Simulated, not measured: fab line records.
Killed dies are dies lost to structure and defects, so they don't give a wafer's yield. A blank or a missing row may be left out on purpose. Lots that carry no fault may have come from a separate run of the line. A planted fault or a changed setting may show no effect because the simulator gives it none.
fab line records	flow rit-cmos
record lots=7	wafers=21	last-day=7
route steps=202 shown GATE@75 FOX2@80 M1@202
lots with no fault: from the same line, run without faults
start-h: hours from the record's first day to the start of the lot's first wafer shown	wait-h: hours elapsed since this lot's preceding step	" same as the row above	L1.1+2: one row covering several wafers at once	- no value present, or no start provided	* or withheld: withheld	< > ~ a bound
route shown NAME@n: NAME is a module with steps in the file, n the number in the route of the first one	usual: mean/standard deviation taken from wafers without a fault	same: alike in all rows	chamber/n: place in a boat	sites: the reading at each site	_std_site: their standard deviation	_edge_site: the outer-site mean with the inner-site mean subtracted	radius-mm: how far each site lies from the wafer's centre	mask NAME#n: copy n	behind: the most recent tool/chamber to have shaped the wafer	hold: the reason the lot was held/the length of the hold in hours/how it ended	device: whichever transistor did not switch (one of n, p or np)	end of line: at the end of the route, the tests of the same wafers	a step without rows: its recipe alone	killed: dies lost to structure and defects at the first sort, not the wafer's yield	map: the dies of a wafer, with x for killed, . for not killed, _ for no die there
set.NAME: the setting that was run; set.NAME@STEP: the one run at that earlier step	model.NAME: the simulator's own value behind a step, which no gauge read
a table for each step, a row for each wafer; lots at some steps of the route
services: a tool's chamber out of use, with start hour (start-h, from the record's first day; less than 0 if before it), hours out, and reason
## steps
# step RIT_GATE_WET_ETCH_00
# recipe chemistry=BOE	target=SiO2	target-depth-nm=56	time-s=60	dry=n2-spin	dilution=10:1	temp-c=21.5
# step RIT_GATE_CLEAN_01
# recipe chemistry=SC1	mix=3:3:50	time-s=600	temp-c=75
# step RIT_GATE_CLEAN_02
# recipe chemistry=dHF	dilution=50:1	time-s=30
# step RIT_GATE_CLEAN_03
# recipe chemistry=SC2	mix=3:3:50	time-s=600	temp-c=75	dry=n2-spin
# step RIT_GATE_CLEAN_04
# recipe chemistry=dHF	dilution=50:1	time-s=60	dry=n2-spin
# step RIT_FOX2_THK_MEAS_91
# recipe reads=SiO2_of_FOX2_OXIDATION_00
# usual FIELD_OXIDE_LEFT_2_THK=255/7.8
lot.wafer	tool	chamber	start-h	wait-h	FIELD_OXIDE_LEFT_2_THK[nm]
L674.1	film-metro-01	-	52.63	0.0	258
L674.4	"	-	"	"	253
L674.6	"	-	"	"	248
L678.1	film-metro-04	-	68.46	0.0	246
L678.2	"	-	"	"	250
L678.4	"	-	"	"	248
L679.3	film-metro-04	-	73.71	0.0	262
L679.4	"	-	"	"	262
L679.5	"	-	"	"	265
L681.1	film-metro-04	-	86.95	0.0	251
L681.2	"	-	"	"	242
L681.6	"	-	"	"	248
L686.2	film-metro-03	-	114.98	0.0	251
L686.5	"	-	"	"	252
L686.6	"	-	"	"	253
L689.1	film-metro-01	-	131.99	0.0	244
L689.2	"	-	"	"	250
L689.6	"	-	"	"	243
L693.2	film-metro-04	-	149.73	0.0	248
L693.5	"	-	"	"	254
L693.6	"	-	"	"	251
# step RIT_GATE_OXIDATION_05
# recipe temp-c=900	ambient=O2	target-thk-a=30	ox-time-s=270
# step RIT_GATE_ANNEAL_06
# recipe temp-c=900	time-s=600	ambient=N2O
# step RIT_GATE_THK_MEAS_07
# recipe reads=SiO2_of_GATE_OXIDATION_05
# usual GATE_OXIDE_THK=3.05/0.067
lot.wafer	tool	chamber	start-h	wait-h	GATE_OXIDE_THK[nm]
L674.1	film-metro-03	-	57.52	0.0	3.11
L674.4	"	-	"	"	2.97
L674.6	"	-	"	"	3.11
L678.1	film-metro-01	-	70.17	0.0	3.07
L678.2	"	-	"	"	3.01
L678.4	"	-	"	"	2.91
L679.3	film-metro-01	-	77.81	0.0	3.06
L679.4	"	-	"	"	3.12
L679.5	"	-	"	"	3.08
L681.1	film-metro-01	-	95.66	0.0	3.05
L681.2	"	-	"	"	2.99
L681.6	"	-	"	"	3.00
L686.2	film-metro-04	-	119.44	0.0	3.12
L686.5	"	-	"	"	3.01
L686.6	"	-	"	"	3.11
L689.1	film-metro-01	-	135.13	0.0	3.05
L689.2	"	-	"	"	3.07
L689.6	"	-	"	"	3.04
L693.2	film-metro-04	-	151.54	0.0	3.10
L693.5	"	-	"	"	3.12
L693.6	"	-	"	"	3.07
# step RIT_GATE_CVD_08
# recipe material=poly-Si	target-thk-nm=250	temp-c=610	precursor=SiH4	time-s=2220	pressure-mtorr=300	sih4-flow-sccm=100
# step RIT_GATE_THK_MEAS_09
# recipe reads=poly-Si_of_GATE_CVD_08
# usual GATE_POLY_THK=250.4/2.2
lot.wafer	tool	chamber	start-h	wait-h	GATE_POLY_THK[nm]
L674.1	film-metro-03	-	59.20	0.0	253.9
L674.4	"	-	"	"	253.8
L674.6	"	-	"	"	253.2
L678.1	film-metro-01	-	71.85	0.0	252.8
L678.2	"	-	"	"	249.0
L678.4	"	-	"	"	250.3
L679.3	film-metro-04	-	79.48	0.0	251.7
L679.4	"	-	"	"	251.1
L679.5	"	-	"	"	250.8
L681.1	film-metro-01	-	97.34	0.0	249.3
L681.2	"	-	"	"	250.9
L681.6	"	-	"	"	250.1
L686.2	film-metro-01	-	121.92	0.0	247.2
L686.5	"	-	"	"	247.1
L686.6	"	-	"	"	248.4
L689.1	film-metro-03	-	136.80	0.0	254.1
L689.2	"	-	"	"	251.5
L689.6	"	-	"	"	252.9
L693.2	film-metro-01	-	153.33	0.0	248.8
L693.5	"	-	"	"	248.0
L693.6	"	-	"	"	249.4
# step RIT_GATE_HMDS_10
# recipe prime-time-s=60	prime-temp-c=140
# step RIT_GATE_COAT_11
# recipe resist=NOVOLAK	spin-rpm=4207	resist-thk-nm=850
lot.wafer	tool	chamber	start-h	wait-h	model.NOVOLAK_of_GATE_COAT_11.thk-nm
L674.1	litho-track-03	0	59.41	0.1	858
L674.4	"	0	"	"	856.3
L674.6	"	0	"	"	856.2
L678.1	litho-track-04	0	72.08	0.1	470.3
L678.2	"	0	"	"	471.2
L678.4	"	0	"	"	471.9
L679.3	litho-track-04	0	79.72	0.1	468.9
L679.4	"	0	"	"	470
L679.5	"	0	"	"	470.2
L681.1+6	litho-track-04	0	97.55	0.1	469.4
L681.2	"	0	"	"	469.2
L686.2	litho-track-03	0	122.15	0.1	858.7
L686.5	"	0	"	"	858.1
L686.6	"	0	"	"	858.6
L689.1	litho-track-03	0	137.01	0.1	855
L689.2	"	0	"	"	856.5
L689.6	"	0	"	"	854.4
L693.2	litho-track-04	0	153.56	0.1	855.9
L693.5	"	0	"	"	859.9
L693.6	"	0	"	"	858.9
# step RIT_GATE_SOFTBAKE_12
# recipe resist=NOVOLAK	temp-c=90	time-s=60
# step RIT_GATE_EXPOSE_13
# recipe mask-id=M6	na=0.6	source-shape=conventional	sigma-outer=0.6	target-cd-nm=150	dose-mj=380
# step RIT_GATE_PEB_14
# recipe resist=NOVOLAK	temp-c=withheld	time-s=withheld
# step RIT_GATE_DEVELOP_15
# recipe resist=NOVOLAK	develop-time-s=50	dev-temp-c=23
# step RIT_GATE_CD_MEAS_16
# recipe target-cd-nm=150
# usual cd-nm=151/3.1
lot.wafer	tool	chamber	start-h	wait-h	cd-nm
L674.1	cd-sem-01	-	60.23	-	150
L674.4	"	-	"	"	153
L674.6	"	-	"	"	152
L678.1	cd-sem-02	-	72.78	-	61
L678.2	"	-	"	"	65
L678.4	"	-	"	"	64
L679.3	cd-sem-02	-	80.54	-	67
L679.4	"	-	"	"	68
L679.5	"	-	"	"	68
L681.1	cd-sem-02	-	98.43	-	82
L681.2	"	-	"	"	80
L681.6	"	-	"	"	83
L686.2	cd-sem-01	-	122.97	-	148
L686.5	"	-	"	"	153
L686.6	"	-	"	"	152
L689.1	cd-sem-02	-	137.88	-	142
L689.2	"	-	"	"	146
L689.6	"	-	"	"	142
L693.2	cd-sem-01	-	154.38	-	150
L693.5	"	-	"	"	152
L693.6	"	-	"	"	150
# step RIT_GATE_OVL_MEAS_17
# usual GATE_OVL=0.2/1.1
lot.wafer	tool	chamber	start-h	wait-h	GATE_OVL[nm]
L674.1	overlay-01	-	60.35	0.1	0.4
L674.4	"	-	"	"	-2.1
L674.6	"	-	"	"	0.3
L678.1	overlay-02	-	72.90	0.1	0.4
L678.2	"	-	"	"	-0.2
L678.4	"	-	"	"	0.3
L679.3	overlay-02	-	80.63	0.1	1.6
L679.4	"	-	"	"	0.9
L679.5	"	-	"	"	0.3
L681.1	overlay-02	-	98.55	0.1	0.9
L681.2	"	-	"	"	-0.2
L681.6	"	-	"	"	-0.8
L686.2	overlay-01	-	123.07	0.1	-1.0
L686.5	"	-	"	"	0.3
L686.6	"	-	"	"	0.8
L689.1	overlay-02	-	138.00	0.1	0.8
L689.2	"	-	"	"	1.2
L689.6	"	-	"	"	1.5
L693.2	overlay-02	-	154.49	0.1	-0.2
L693.5	"	-	"	"	2.2
L693.6	"	-	"	"	0.8
# step RIT_GATE_HARDBAKE_18
# recipe resist=NOVOLAK	temp-c=140	time-s=60
# step RIT_GATE_ETCH_19
# recipe chemistry=SF6/CHF3/O2	time-s=165	SF6_flow_sccm=30	CHF3_flow_sccm=30	O2_flow_sccm=5	target=poly-Si	pressure-mtorr=40	rf-w=160	target-depth-a=3125	over-etch-frac=0.25	stop-on=SiO2
# usual drypump-motor-current-A=5.8/0.31	he-backside-leak-sccm=2.80/0.29	oes-product-au=0.848/0.013	rf-fwd-power-W=159.3/0.51	throttle-valve-pct=10.28/0.17
lot.wafer	tool	chamber	start-h	wait-h	drypump-motor-current-A	he-backside-leak-sccm	oes-product-au	rf-fwd-power-W	rf-hours-counter-h	throttle-valve-pct	model.NOVOLAK_of_GATE_COAT_11.thk-nm	model.GATE.cd-nm
L674.1	rie-si-01	1	60.54	0.1	5.8	3.11	0.860	158.6	105	10.16	676.4	150
L674.4	"	2	"	"	5.8	2.86	0.859	158.5	40	10.21	675.4	153.5
L674.6	"	0	"	"	5.5	2.59	0.846	159.3	-	10.06	675.7	152.4
L678.1	rie-si-01	1	73.23	0.1	5.9	3.24	0.853	158.7	105	10.17	336	60.99
L678.2	"	0	"	"	5.5	2.89	0.849	159.2	119	10.05	338.4	65.39
L678.4	"	3	"	"	5.5	3.08	0.860	159.2	133	10.54	338.7	63.73
L679.3	rie-si-02	2	80.80	0.1	5.9	2.53	0.841	158.7	3	10.47	337	66.33
L679.4	"	0	"	"	5.9	2.59	0.834	159.9	-	10.21	338.5	68.6
L679.5	"	2	"	"	5.9	2.39	0.837	158.3	-	10.48	338.1	67.67
L681.1	rie-si-02	3	98.73	0.1	6.8	2.68	0.860	159.1	78	10.48	335.6	82.18
L681.2	"	1	"	"	5.5	2.29	0.846	159.6	0	10.36	335.8	80.06
L681.6	"	1	"	"	5.5	2.31	0.851	159.4	-	10.35	336.2	83.26
L686.2	rie-si-01	1	123.25	0.1	5.8	3.34	0.845	160.2	106	10.18	677.1	147.5
L686.5	"	3	"	"	5.5	3.38	0.854	159.3	-	10.53	678.6	153.5
L686.6	"	2	"	"	5.8	2.75	0.844	159.1	-	10.20	678.1	151.4
L689.1	rie-si-02	0	138.20	0.1	5.9	2.52	0.832	159.1	49	10.20	674.6	142.3
L689.2	"	1	"	"	5.4	2.22	0.847	158.1	0	10.35	675.5	146.3
L689.6	"	1	"	"	5.4	2.35	0.860	159.1	-	10.35	673.9	142.1
L693.2	rie-si-02	0	154.67	0.1	5.9	2.57	0.819	159.6	49	10.21	676.4	150.1
L693.5	"	0	"	"	5.9	2.54	0.817	158.7	-	10.20	680.1	151.6
L693.6	"	2	"	"	5.9	2.42	0.833	159.5	-	10.46	678.7	150.6
# step RIT_GATE_STRIP_20
# recipe chemistry=O2	time-s=180	resist=NOVOLAK	platen-temp-c=withheld	power-w=500	pressure-mtorr=4000	o2-flow-sccm=4000
# usual drypump-motor-current-A=5.3/0.32
lot.wafer	tool	chamber	start-h	wait-h	drypump-motor-current-A	rf-hours-counter-h
L674.1	plasma-asher-04	0	60.65	0.1	5.9	40
L674.4	"	1	"	"	5.3	-
L674.6	"	1	"	"	5.3	-
L678.1	plasma-asher-02	1	73.34	0.1	5.4	46
L678.2	"	0	"	"	5.4	46
L678.4	"	0	"	"	5.3	-
L679.3	plasma-asher-01	1	80.97	0.1	4.9	-
L679.4	"	0	"	"	5.0	-
L679.5	"	0	"	"	5.0	-
L681.1	plasma-asher-04	1	98.84	0.1	5.3	44
L681.2	"	0	"	"	5.9	44
L681.6	"	0	"	"	5.9	-
L686.2	plasma-asher-04	1	123.36	0.1	5.3	1
L686.5	"	1	"	"	5.3	-
L686.6	"	0	"	"	5.9	-
L689.1	plasma-asher-02	0	138.31	0.1	5.3	53
L689.2	"	1	"	"	5.3	53
L689.6	"	0	"	"	5.4	-
L693.2	plasma-asher-02	0	154.78	0.1	5.3	56
L693.5	"	0	"	"	5.3	-
L693.6	"	1	"	"	5.4	-
# step RIT_M1_PROBE_99
# usual killed-at-contacts=0.1/0.25	killed-at-front-end=7/3.2	killed-dies=7/3.2	killed-on-rim=2.1/1.5	killed-open=3.5/2.2	killed-short=3.6/2.1
# same gross-dies=264	killed_at_M0_to_M3=0	killed_at_M4_up=0	killed-at-back-side=0	killed-at-other=0
lot.wafer	tool	chamber	start-h	wait-h	killed-at-contacts	killed-at-front-end	killed-dies	killed-on-rim	killed-open	killed-short
L674.1	prober-01	-	80.46	0.1	0	13	13	3	10	3
L674.4	prober-01	-	80.61	0.2	0	6	6	2	2	4
L674.6	prober-01	-	80.71	0.2	1	8	9	1	5	4
L678.1	prober-01	-	94.87	0.1	0	264	264	70	2	6
L678.2	prober-01	-	94.92	0.1	0	264	264	70	3	3
L678.4	prober-01	-	95.02	0.2	0	264	264	70	3	4
L679.3	prober-02	-	103.71	0.2	0	264	264	70	5	5
L679.4	prober-02	-	103.76	0.2	0	264	264	70	3	10
L679.5	prober-02	-	103.81	0.2	0	264	264	70	3	4
L681.1	prober-02	-	119.99	0.1	0	264	264	70	5	2
L681.2	prober-02	-	120.04	0.1	0	264	264	70	7	5
L681.6	prober-02	-	120.24	0.2	1	263	264	70	3	3
L686.2	prober-01	-	143.55	0.1	1	12	13	1	7	6
L686.5	prober-01	-	143.70	0.2	0	3	3	2	3	0
L686.6	prober-01	-	143.75	0.2	0	3	3	0	3	0
L689.1	prober-02	-	159.91	0.1	0	6	6	3	3	3
L689.2	prober-02	-	159.96	0.1	0	9	9	1	5	4
L689.6	prober-02	-	160.16	0.2	0	7	7	2	1	6
L693.2	prober-02	-	175.90	0.1	0	9	9	0	4	5
L693.5	prober-02	-	176.05	0.2	0	13	13	2	7	6
L693.6	prober-02	-	176.10	0.2	1	6	7	2	4	3
# killed by level:class
L674.1 FOX1:geometric-particle:open=3 FOX1:geometric-particle:short=2 GATE:geometric-particle:open=2 ACTIVE:geometric-particle:open=1 FOX2:geometric-particle:open=1 GATE:geometric-particle:short=1 REOX:geometric-particle:open=1 SPACER:geometric-particle:open=1
L674.4 GATE:geometric-particle:short=3 FOX1:geometric-particle:open=2 ACTIVE:geometric-particle:short=1
L674.6 GATE:geometric-particle:open=5 GATE:geometric-particle:short=2 ACTIVE:geometric-particle:short=1 CONTACT:geometric-particle:short=1
L678.1 GATE:area-expose=256 SPACER:geometric-particle:short=4 REOX:geometric-particle:short=1 SPACER:geometric-particle:open=1 SILICIDE:geometric-particle:open=1 SILICIDE:geometric-particle:short=1
L678.2 GATE:area-expose=258 FOX1:geometric-particle:open=1 FOX2:geometric-particle:short=1 GATE:geometric-particle:short=1 REOX:geometric-particle:open=1 SILICIDE:geometric-particle:short=1 SILICIDE:geometric-particle:open=1
L678.4 GATE:area-expose=257 SPACER:geometric-particle:short=2 REOX:geometric-particle:short=1 REOX:geometric-particle:open=1 SPACER:geometric-particle:open=1 SILICIDE:geometric-particle:open=1 SILICIDE:geometric-particle:short=1
L679.3 GATE:area-expose=254 GATE:geometric-particle:open=5 GATE:geometric-particle:short=2 FOX1:geometric-particle:short=1 FOX2:geometric-particle:short=1 SPACER:geometric-particle:short=1
L679.4 GATE:area-expose=251 GATE:geometric-particle:short=6 SILICIDE:geometric-particle:short=3 SILICIDE:geometric-particle:open=2 GATE:geometric-particle:open=1 SPACER:geometric-particle:short=1
L679.5 GATE:area-expose=257 GATE:geometric-particle:open=2 GATE:geometric-particle:short=2 SILICIDE:geometric-particle:short=2 REOX:geometric-particle:open=1
L681.1 GATE:area-expose=257 GATE:geometric-particle:open=2 FOX2:geometric-particle:short=1 FOX2:geometric-particle:open=1 REOX:geometric-particle:open=1 SPACER:geometric-particle:open=1 SILICIDE:geometric-particle:short=1
L681.2 GATE:area-expose=252 GATE:geometric-particle:open=7 FOX1:geometric-particle:short=2 FOX2:geometric-particle:short=1 GATE:geometric-particle:short=1 REOX:geometric-particle:short=1
L681.6 GATE:area-expose=258 GATE:geometric-particle:short=2 FOX1:geometric-particle:open=1 REOX:geometric-particle:open=1 SILICIDE:geometric-particle:short=1 CONTACT:geometric-particle:open=1
L686.2 GATE:geometric-particle:open=4 GATE:geometric-particle:short=3 FOX1:geometric-particle:short=2 FOX2:geometric-particle:open=1 FOX2:geometric-particle:short=1 SPACER:geometric-particle:open=1 CONTACT:geometric-particle:open=1
L686.5 FOX1:geometric-particle:open=1 SPACER:geometric-particle:open=1 SILICIDE:geometric-particle:open=1
L686.6 FOX2:geometric-particle:open=1 GATE:geometric-particle:open=1 SILICIDE:geometric-particle:open=1
L689.1 GATE:geometric-particle:open=2 FOX1:geometric-particle:short=1 FOX1:geometric-particle:open=1 GATE:geometric-particle:short=1 REOX:geometric-particle:short=1
L689.2 GATE:geometric-particle:short=3 GATE:geometric-particle:open=2 REOX:geometric-particle:open=2 FOX1:geometric-particle:short=1 SPACER:geometric-particle:open=1
L689.6 FOX1:geometric-particle:short=3 GATE:geometric-particle:short=2 FOX1:geometric-particle:open=1 SPACER:geometric-particle:short=1
L693.2 GATE:geometric-particle:short=2 FOX1:geometric-particle:open=1 GATE:geometric-particle:open=1 REOX:geometric-particle:short=1 REOX:geometric-particle:open=1 SPACER:geometric-particle:short=1 SPACER:geometric-particle:open=1 SILICIDE:geometric-particle:short=1
L693.5 GATE:geometric-particle:open=3 REOX:geometric-particle:open=2 ACTIVE:geometric-particle:open=1 FOX1:geometric-particle:short=1 FOX1:geometric-particle:open=1 FOX2:geometric-particle:short=1 GATE:geometric-particle:short=1 REOX:geometric-particle:short=1
L693.6 FOX1:geometric-particle:open=2 GATE:geometric-particle:short=1 REOX:geometric-particle:open=1 SPACER:geometric-particle:short=1 SILICIDE:geometric-particle:short=1 CONTACT:geometric-particle:open=1
# map L678.1 (x killed, . not)
________xxxxxxx_______
_____xxxxxxxxxxxxx____
____xxxxxxxxxxxxxxx___
___xxxxxxxxxxxxxxxxx__
__xxxxxxxxxxxxxxxxxxx_
__xxxxxxxxxxxxxxxxxxx_
_xxxxxxxxxxxxxxxxxxxxx
_xxxxxxxxxxxxxxxxxxxxx
_xxxxxxxxxxxxxxxxxxxxx
_xxxxxxxxxxxxxxxxxxxxx
__xxxxxxxxxxxxxxxxxxx_
__xxxxxxxxxxxxxxxxxxx_
___xxxxxxxxxxxxxxxxx__
____xxxxxxxxxxxxxxx___
_____xxxxxxxxxxxxx____
________xxxxxxx_______
# map L679.3 (x killed, . not)
________xxxxxxx_______
_____xxxxxxxxxxxxx____
____xxxxxxxxxxxxxxx___
___xxxxxxxxxxxxxxxxx__
__xxxxxxxxxxxxxxxxxxx_
__xxxxxxxxxxxxxxxxxxx_
_xxxxxxxxxxxxxxxxxxxxx
_xxxxxxxxxxxxxxxxxxxxx
_xxxxxxxxxxxxxxxxxxxxx
_xxxxxxxxxxxxxxxxxxxxx
__xxxxxxxxxxxxxxxxxxx_
__xxxxxxxxxxxxxxxxxxx_
___xxxxxxxxxxxxxxxxx__
____xxxxxxxxxxxxxxx___
_____xxxxxxxxxxxxx____
________xxxxxxx_______
## services
tool	chamber	start-h	hours	kind
rie-si-02	-	35.66	14.6	pm
plasma-asher-04	-	43.51	3.7	repair
rie-si-02	-	50.26	28.1	pm
plasma-asher-04	-	51.11	3.1	repair
plasma-asher-04	-	77.09	1.1	repair
rie-si-02	1	78.36	-	clean
rie-si-02	1	78.36	19.1	scheduled-down
rie-si-02	1	78.36	19.1	vent-cycle
rie-si-02	2	91.23	10.4	repair
plasma-asher-04	-	108.75	9.0	pm
plasma-asher-04	0	108.75	9.0	vent-cycle
plasma-asher-04	1	108.75	9.0	vent-cycle
plasma-asher-04	0	117.75	-	clean
plasma-asher-04	1	117.75	-	clean
rie-si-01	0	123.86	4.0	repair
plasma-asher-04	-	131.12	4.3	pm
rie-si-02	3	135.32	21.1	repair
## key
first-sign step=RIT_GATE_CD_MEAS_16	reading=cd-nm	direction=down	sigmas=26	usual=151	struck=71	through=control-loop
effect step=RIT_M1_PROBE_99	reading=killed-dies	direction=up	sigmas=80	usual=7	struck=264
model-effect step=RIT_GATE_COAT_11	value=NOVOLAK_of_GATE_COAT_11.thk-nm	without=854.6	struck=470
model-effect step=RIT_GATE_ETCH_19	value=NOVOLAK_of_GATE_COAT_11.thk-nm	without=674.1	struck=337.1
more-kills-born-at RIT_GATE_EXPOSE_13@iline-stepper-02=1529	RIT_GATE_EXPOSE_13@iline-stepper-01=771
met-at RIT_GATE_COAT_11
struck-wafers L678.1,L678.2,L678.4,L679.3,L679.4,L679.5,L681.1,L681.2,L681.6
later-rows-left-out L678.1,L678.2,L678.4,L679.3,L679.4,L679.5,L681.1,L681.2,L681.6
tester-left-out L678,L679,L681
loop-trim step=RIT_GATE_EXPOSE_13	setting=dose	lots=L681
fault kind=process-parameter-drift	tool=litho-track-04	chamber=-	onset-h=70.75	steps=RIT_GATE_COAT_11	channel=resist-thk-nm	offset=-382.5	shape=step	end-h=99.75	acts-in=these-recipes-only	stated=850
# tester-left-out: of these lots the tester's yield and bins aren't shown, on N5 and GAA mostly nor the transistor test; their killed dies are dies lost to structure and defects alone, not to doping, threshold or leakage, so they don't give the yield
# later-rows-left-out: the simulator's readings of these wafers behind a module that went badly wrong aren't trusted and aren't shown, but for the sort
# loop-trim: a control loop set the setting to another value than it would have without faults
